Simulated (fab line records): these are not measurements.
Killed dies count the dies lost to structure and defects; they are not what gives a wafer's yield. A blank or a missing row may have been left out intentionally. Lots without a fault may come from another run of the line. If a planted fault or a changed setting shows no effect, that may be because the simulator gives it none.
fab line records	flow rit_cmos
[record] lots = 6	wafers = 18	last_day = 7
route steps=202 shown ACTIVE@1 M1@202
lots that met no fault: from a run of the same line without faults
start_h: hours from the record's opening day to when the first of the lot's shown wafers began	wait_h: how many hours have passed since the lot's step before this one	" repeats the value in the row above	L1.1+2: a row that stands for several wafers	- no value, or no start was given	* or withheld: withheld	< > ~ a bound
route shown NAME@n: names a module that has steps shown in the file, with the first one's number in the route	usual: average and standard deviation across the fault-free wafers	same: alike in all rows	chamber/n: place in a boat	sites: per-site readings	_std_site: standard deviation across them	_edge_site: inner sites' mean taken away from outer sites' mean	radius_mm: how far each site lies from the wafer's centre	mask NAME#n: copy n	behind: the last tool/chamber to shape the wafer	hold: why the lot was held/for how many hours/how that ended	device: transistor that didn't switch, given as n, p or np	end of line: tests run on the same wafers once the route is complete	step lacking rows: just its recipe	killed: count of dies lost to structure and defects at first sort (not the wafer's yield)	map: a wafer's dies, marking killed ones x, the rest . and places with no die _
set.NAME: setting as actually run; set.NAME@STEP: the setting as run at that earlier step	model.NAME: the simulator's own value behind a step, which no gauge read
lots seen at some steps along the route; tables by step, rows by wafer
services: from which hour (start_h, from the record's first day; less than 0 if before it) a tool's chamber was out of use, for how many hours, and why
[[steps]]
[step RIT_ACTIVE_BOW_MEAS_00]
[recipe] mode = bow
[usual] INCOMING_BOW = 0/6.6
lot.wafer	tool	chamber	start_h	wait_h	INCOMING_BOW[um]
L870.1	film_metro-01	-	50.00	-	7
L870.2	"	-	"	"	7
L870.3	"	-	"	"	1
L873.1	film_metro-01	-	65.00	-	-13
L873.3	"	-	"	"	-12
L873.4	"	-	"	"	-4
L874.1	film_metro-04	-	70.00	-	-7
L874.2	"	-	"	"	14
L874.4	"	-	"	"	5
L875.1	film_metro-04	-	75.00	-	17
L875.5	"	-	"	"	-14
L875.6	"	-	"	"	4
L876.2	film_metro-04	-	80.02	-	5
L876.3	"	-	"	"	15
L876.5	"	-	"	"	0
L885.1	film_metro-01	-	125.00	-	12
L885.3	"	-	"	"	7
L885.4	"	-	"	"	8
[step RIT_ACTIVE_OXIDATION_01]
[recipe] temp_c = 1000	ambient = O2	target_thk_a = 468	ox_time_s = 3417
[step RIT_ACTIVE_THK_MEAS_02]
[recipe] reads = SiO2_of_ACTIVE_OXIDATION_01
[usual] ACTIVE_OXIDE_THK = 47.7/0.86
lot.wafer	tool	chamber	start_h	wait_h	ACTIVE_OXIDE_THK[nm]
L870.1	film_metro-03	-	53.89	0.0	49.4
L870.2	"	-	"	"	48.6
L870.3	"	-	"	"	48.2
L873.1	film_metro-01	-	67.39	0.0	47.5
L873.3	"	-	"	"	47.6
L873.4	"	-	"	"	47.5
L874.1	film_metro-04	-	73.21	0.0	47.0
L874.2	"	-	"	"	48.3
L874.4	"	-	"	"	47.9
L875.1	film_metro-03	-	78.74	0.0	46.8
L875.5	"	-	"	"	46.7
L875.6	"	-	"	"	47.5
L876.2	film_metro-03	-	82.51	0.0	48.1
L876.3	"	-	"	"	47.2
L876.5	"	-	"	"	47.3
L885.1	film_metro-04	-	127.25	0.0	47.8
L885.3	"	-	"	"	47.5
L885.4	"	-	"	"	48.6
[step RIT_ACTIVE_CVD_03]
[recipe] material = Si3N4	target_thk_nm = 150	temp_c = 810	precursor = SiH2Cl2/NH3	time_s = 1500	pressure_mtorr = 300	sih2cl2_flow_sccm = 60	nh3_flow_sccm = 150
[step RIT_ACTIVE_THK_MEAS_04]
[recipe] reads = Si3N4_of_ACTIVE_CVD_03
[usual] ACTIVE_NITRIDE_THK = 150.0/1.4
lot.wafer	tool	chamber	start_h	wait_h	ACTIVE_NITRIDE_THK[nm]
L870.1	film_metro-04	-	55.37	0.0	152.0
L870.2	"	-	"	"	151.2
L870.3	"	-	"	"	152.7
L873.1	film_metro-01	-	68.87	0.0	151.4
L873.3	"	-	"	"	150.1
L873.4	"	-	"	"	149.0
L874.1	film_metro-01	-	74.68	0.0	150.3
L874.2	"	-	"	"	149.6
L874.4	"	-	"	"	149.9
L875.1	film_metro-01	-	80.22	0.0	151.4
L875.5	"	-	"	"	152.4
L875.6	"	-	"	"	150.1
L876.2	film_metro-01	-	83.99	0.0	149.2
L876.3	"	-	"	"	147.9
L876.5	"	-	"	"	149.5
L885.1	film_metro-01	-	128.72	0.0	151.1
L885.3	"	-	"	"	151.4
L885.4	"	-	"	"	150.0
[step RIT_ACTIVE_HMDS_05]
[recipe] prime_time_s = 60	prime_temp_c = 140
[step RIT_ACTIVE_COAT_06]
[recipe] resist = NOVOLAK	spin_rpm = 3250	resist_thk_nm = 1000
[usual] spin_speed_rpm = 3250.3/1.9
lot.wafer	tool	chamber	start_h	wait_h	spin_speed_rpm	model.NOVOLAK_of_ACTIVE_COAT_06.thk_nm
L870.1	litho_track-01	0	55.58	0.1	3255.0	1001
L870.2	"	0	"	"	3253.9	1004
L870.3	"	0	"	"	3250.9	1004
L873.1	litho_track-01	0	69.08	0.1	3253.2	1003
L873.3	"	0	"	"	3247.6	1000
L873.4	"	0	"	"	3249.6	1002
L874.1	litho_track-01	0	74.89	0.1	3771.4	926.8
L874.2	"	0	"	"	3767.1	926.3
L874.4	"	0	"	"	3762.6	925.8
L875.1	litho_track-01	0	80.43	0.1	3771.5	930.3
L875.5	"	0	"	"	3770.2	930.3
L875.6	"	0	"	"	3771.8	929.7
L876.2	litho_track-03	0	84.21	0.1	3250.6	1002
L876.3	"	0	"	"	3250.6	1001
L876.5	"	0	"	"	3250.5	1002
L885.1	litho_track-02	0	128.93	0.1	3252.4	999.1
L885.3	"	0	"	"	3252.1	1003
L885.4	"	0	"	"	3249.7	1000
[step RIT_ACTIVE_SOFTBAKE_07]
[recipe] resist = NOVOLAK	temp_c = 90	time_s = 60
[step RIT_ACTIVE_EXPOSE_08]
[recipe] mask_id = M1	na = 0.6	source_shape = conventional	sigma_outer = 0.6	target_cd_nm = 1400	dose_mj = 225
[step RIT_ACTIVE_PEB_09]
[recipe] resist = NOVOLAK	temp_c = withheld	time_s = withheld
[step RIT_ACTIVE_DEVELOP_10]
[recipe] resist = NOVOLAK	develop_time_s = 50	dev_temp_c = 23
[step RIT_ACTIVE_CD_MEAS_11]
[recipe] target_cd_nm = 1400
[usual] cd_nm = 1400.2/1.9
lot.wafer	tool	chamber	start_h	wait_h	cd_nm
L870.1	cd_sem-02	-	56.42	-	1397.1
L870.2	"	-	"	"	1400.1
L870.3	"	-	"	"	1399.7
L873.1	cd_sem-02	-	69.90	-	1400.9
L873.3	"	-	"	"	1401.5
L873.4	"	-	"	"	1399.5
L874.1	cd_sem-02	-	75.72	-	1391.2
L874.2	"	-	"	"	1394.6
L874.4	"	-	"	"	1392.3
L875.1	cd_sem-01	-	81.13	-	1392.6
L875.5	"	-	"	"	1391.5
L875.6	"	-	"	"	1393.1
L876.2	cd_sem-02	-	84.91	-	1397.9
L876.3	"	-	"	"	1399.1
L876.5	"	-	"	"	1400.2
L885.1	cd_sem-02	-	129.63	-	1400.4
L885.3	"	-	"	"	1399.9
L885.4	"	-	"	"	1397.3
[step RIT_ACTIVE_HARDBAKE_12]
[recipe] resist = NOVOLAK	temp_c = 140	time_s = 60
[step RIT_ACTIVE_ETCH_13]
[recipe] stop_on = SiO2	chemistry = SF6	target = Si3N4	time_s = 210	over_etch_frac = 0.4	SF6_flow_sccm = 200	pressure_mtorr = 260	rf_w = 125	target_depth_a = 2100
[usual] drypump_motor_current_A = 5.7/0.31	oes_product_au = 0.816/0.011	rf_fwd_power_W = 124.6/0.41	throttle_valve_pct = 7.49/0.12
lot.wafer	tool	chamber	start_h	wait_h	drypump_motor_current_A	oes_product_au	rf_fwd_power_W	rf_hours_counter_h	throttle_valve_pct	model.NOVOLAK_of_ACTIVE_COAT_06.thk_nm	model.ACTIVE.cd_nm
L870.1	rie_diel-01	1	56.69	0.1	5.0	0.823	124.1	6	7.50	657.5	1397
L870.2	"	0	"	"	5.7	0.822	125.2	160	7.44	650.2	1400
L870.3	"	3	"	"	6.0	0.832	124.5	159	7.73	659.8	1399
L873.1	rie_diel-02	3	70.17	0.1	5.7	0.819	124.7	132	7.36	649	1400
L873.3	"	0	"	"	5.6	0.815	124.2	59	7.56	655.1	1401
L873.4	"	2	"	"	5.6	0.819	125.1	4	7.40	654.5	1399
L874.1	rie_diel-02	1	75.99	0.1	5.6	0.815	124.8	135	7.66	581.8	1391
L874.2	"	2	"	"	5.6	0.823	124.5	4	7.39	589.1	1395
L874.4	"	3	"	"	5.7	0.811	125.1	132	7.36	584.1	1392
L875.1	rie_diel-01	1	81.40	0.1	5.0	0.817	124.5	6	7.50	596.3	1393
L875.5	"	1	"	"	5.1	0.816	124.9	-	7.52	594.7	1392
L875.6	"	2	"	"	6.2	0.809	124.6	-	7.39	603.7	1393
L876.2	rie_diel-03	2	85.16	0.1	5.8	0.811	124.3	129	7.50	647.3	1398
L876.3	"	3	"	"	4.8	0.811	124.8	69	7.43	658.3	1399
L876.5	"	2	"	"	5.8	0.810	124.5	-	7.52	649.4	1400
L885.1	rie_diel-01	1	129.90	0.1	5.0	0.816	123.9	8	7.51	658.7	1401
L885.3	"	2	"	"	6.2	0.816	124.3	69	7.39	669.6	1400
L885.4	"	0	"	"	5.7	0.822	124.2	0	7.43	644.9	1397
[step RIT_ACTIVE_STRIP_14]
[recipe] chemistry = O2	time_s = 180	resist = NOVOLAK	platen_temp_c = withheld	power_w = 500	pressure_mtorr = 4000	o2_flow_sccm = 4000
[usual] drypump_motor_current_A = 5.9/0.38
lot.wafer	tool	chamber	start_h	wait_h	drypump_motor_current_A	rf_hours_counter_h
L870.1	plasma_asher-02	0	56.83	0.1	5.7	28
L870.2	"	1	"	"	5.5	28
L870.3	"	0	"	"	5.7	-
L873.1	plasma_asher-04	0	70.31	0.1	5.6	43
L873.3	"	0	"	"	5.6	-
L873.4	"	1	"	"	6.4	-
L874.1	plasma_asher-04	0	76.12	0.1	5.6	43
L874.2	"	1	"	"	6.4	43
L874.4	"	1	"	"	6.4	-
L875.1	plasma_asher-04	0	81.53	0.1	5.6	44
L875.5	"	1	"	"	6.4	-
L875.6	"	0	"	"	5.6	-
L876.2	plasma_asher-04	1	85.29	0.1	6.4	44
L876.3	"	0	"	"	5.6	-
L876.5	"	1	"	"	6.4	-
L885.1	plasma_asher-04	0	130.03	0.1	5.6	1
L885.3	"	1	"	"	6.4	-
L885.4	"	0	"	"	5.6	-
[step RIT_M1_PROBE_99]
[usual] killed_at_front_end = 6.3/2.9	killed_dies = 6.4/2.8	killed_open = 3.3/2	killed_short = 3.1/2
[same] gross_dies = 264	killed_at_M0_to_M3 = 0	killed_at_M4_up = 0	killed_at_back_side = 0	killed_at_contacts = 0	killed_at_other = 0
lot.wafer	tool	chamber	start_h	wait_h	killed_at_front_end	killed_dies	killed_open	killed_short
L870.1	prober-01	-	101.65	0.1	9	9	3	6
L870.2	prober-01	-	101.70	0.1	6	6	3	3
L870.3	prober-01	-	101.75	0.2	9	9	2	7
L873.1	prober-01	-	116.54	0.1	8	8	3	5
L873.3	prober-01	-	116.64	0.2	6	6	3	3
L873.4	prober-01	-	116.69	0.2	6	6	3	3
L874.1	prober-02	-	122.94	0.1	5	5	2	3
L874.2	prober-02	-	122.99	0.1	8	8	4	4
L874.4	prober-02	-	123.09	0.2	6	6	3	3
L875.1	prober-01	-	126.15	0.1	7	7	3	4
L875.5	prober-01	-	126.35	0.2	5	5	3	2
L875.6	prober-01	-	126.40	0.2	11	11	6	5
L876.2	prober-02	-	132.81	0.1	7	7	5	2
L876.3	prober-02	-	132.86	0.2	1	1	1	0
L876.5	prober-02	-	132.96	0.2	12	12	8	4
L885.1	prober-01	-	177.79	0.1	11	11	4	7
L885.3	prober-01	-	177.89	0.2	5	5	4	1
L885.4	prober-01	-	177.94	0.2	8	8	5	3
// killed by level:class
L870.1 SPACER:geometric_particle:short=3 FOX1:geometric_particle:short=2 GATE:geometric_particle:open=2 FOX1:geometric_particle:open=1 GATE:geometric_particle:short=1
L870.2 GATE:geometric_particle:short=2 GATE:geometric_particle:open=2 SPACER:geometric_particle:short=1 SPACER:geometric_particle:open=1
L870.3 SPACER:geometric_particle:short=3 GATE:geometric_particle:short=2 FOX2:geometric_particle:short=1 SPACER:geometric_particle:open=1 SILICIDE:geometric_particle:short=1 SILICIDE:geometric_particle:open=1
L873.1 FOX1:geometric_particle:short=2 FOX2:geometric_particle:short=1 GATE:geometric_particle:open=1 GATE:geometric_particle:short=1 REOX:geometric_particle:open=1 SPACER:geometric_particle:short=1 SPACER:geometric_particle:open=1
L873.3 FOX2:geometric_particle:open=2 GATE:geometric_particle:short=2 FOX2:geometric_particle:short=1 GATE:geometric_particle:open=1
L873.4 SPACER:geometric_particle:open=2 FOX1:geometric_particle:short=1 FOX2:geometric_particle:short=1 GATE:geometric_particle:short=1 GATE:geometric_particle:open=1
L874.1 FOX1:geometric_particle:open=1 FOX1:geometric_particle:short=1 GATE:geometric_particle:open=1 REOX:geometric_particle:short=1 SILICIDE:geometric_particle:short=1
L874.2 REOX:geometric_particle:short=3 FOX1:geometric_particle:open=2 FOX2:geometric_particle:open=1 GATE:geometric_particle:short=1 SILICIDE:geometric_particle:open=1
L874.4 FOX1:geometric_particle:short=2 GATE:geometric_particle:open=2 FOX1:geometric_particle:open=1 GATE:geometric_particle:short=1
L875.1 FOX1:geometric_particle:open=3 FOX1:geometric_particle:short=1 GATE:geometric_particle:short=1 SPACER:geometric_particle:short=1 SILICIDE:geometric_particle:short=1
L875.5 FOX1:geometric_particle:open=1 GATE:geometric_particle:short=1 REOX:geometric_particle:short=1 SPACER:geometric_particle:open=1 SILICIDE:geometric_particle:open=1
L875.6 GATE:geometric_particle:open=4 FOX2:geometric_particle:open=2 SPACER:geometric_particle:short=2 FOX1:geometric_particle:short=1 GATE:geometric_particle:short=1 REOX:geometric_particle:short=1
L876.2 GATE:geometric_particle:open=3 FOX1:geometric_particle:open=1 FOX1:geometric_particle:short=1 FOX2:geometric_particle:short=1 SILICIDE:geometric_particle:open=1
L876.3 FOX1:geometric_particle:open=1
L876.5 GATE:geometric_particle:short=3 GATE:geometric_particle:open=3 FOX2:geometric_particle:open=2 FOX1:geometric_particle:open=1 FOX1:geometric_particle:short=1 REOX:geometric_particle:open=1 SILICIDE:geometric_particle:open=1
L885.1 GATE:geometric_particle:short=3 SPACER:geometric_particle:short=3 GATE:geometric_particle:open=2 FOX1:geometric_particle:short=1 REOX:geometric_particle:open=1 SILICIDE:geometric_particle:open=1
L885.3 GATE:geometric_particle:open=3 SPACER:geometric_particle:open=1 SILICIDE:geometric_particle:short=1
L885.4 FOX2:geometric_particle:open=2 SILICIDE:geometric_particle:open=2 FOX1:geometric_particle:short=1 FOX2:geometric_particle:short=1 GATE:geometric_particle:open=1 GATE:geometric_particle:short=1
[[services]]
tool	chamber	start_h	hours	kind
rie_diel-03	3	55.04	15.0	repair
rie_diel-03	1	81.72	18.8	repair
rie_diel-02	0	86.29	11.5	repair
rie_diel-01	0	92.90	-	clean
rie_diel-01	0	92.90	15.9	scheduled_down
rie_diel-01	0	92.90	15.9	vent_cycle
rie_diel-03	-	97.19	2.8	pm
rie_diel-03	2	107.50	12.0	repair
rie_diel-02	-	108.33	0.2	repair
plasma_asher-04	-	108.75	9.0	pm
plasma_asher-04	0	108.75	9.0	vent_cycle
plasma_asher-04	1	108.75	9.0	vent_cycle
rie_diel-01	3	108.78	-	clean
rie_diel-01	3	108.78	17.9	scheduled_down
rie_diel-01	3	108.78	17.9	vent_cycle
rie_diel-01	-	110.22	0.2	repair
plasma_asher-04	0	117.75	-	clean
plasma_asher-04	1	117.75	-	clean
[[key]]
[first_sign] step = RIT_ACTIVE_COAT_06	reading = spin_speed_rpm	direction = up	sigmas = 99+	usual = 3250.3	struck = 3769.1
[effect] step = RIT_ACTIVE_CD_MEAS_11	reading = cd_nm	direction = down	sigmas = 4.1	usual = 1400.2	struck = 1392.6
[model_effect] step = RIT_ACTIVE_COAT_06	value = NOVOLAK_of_ACTIVE_COAT_06.thk_nm	without = 999.5	struck = 928.2
[model_effect] step = RIT_ACTIVE_ETCH_13	value = NOVOLAK_of_ACTIVE_COAT_06.thk_nm	without = 654.1	struck = 591.6
met_at RIT_ACTIVE_COAT_06
struck_wafers L874.1,L874.2,L874.4,L875.1,L875.5,L875.6
tester_left_out L874,L875
onset_between 69.08 74.89
[fault] kind = process_parameter_drift	tool = litho_track-01	chamber = -	onset_h = 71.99	steps = RIT_ACTIVE_COAT_06	channel = spin_rpm	offset = 518.7	shape = step	end_h = 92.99	acts_in = these_recipes_only	stated = 3250
// tester_left_out: of these lots the tester's yield and bins aren't shown, on N5 and GAA mostly nor the transistor test; their killed dies are dies lost to structure and defects alone, not to doping, threshold or leakage, so they don't give the yield
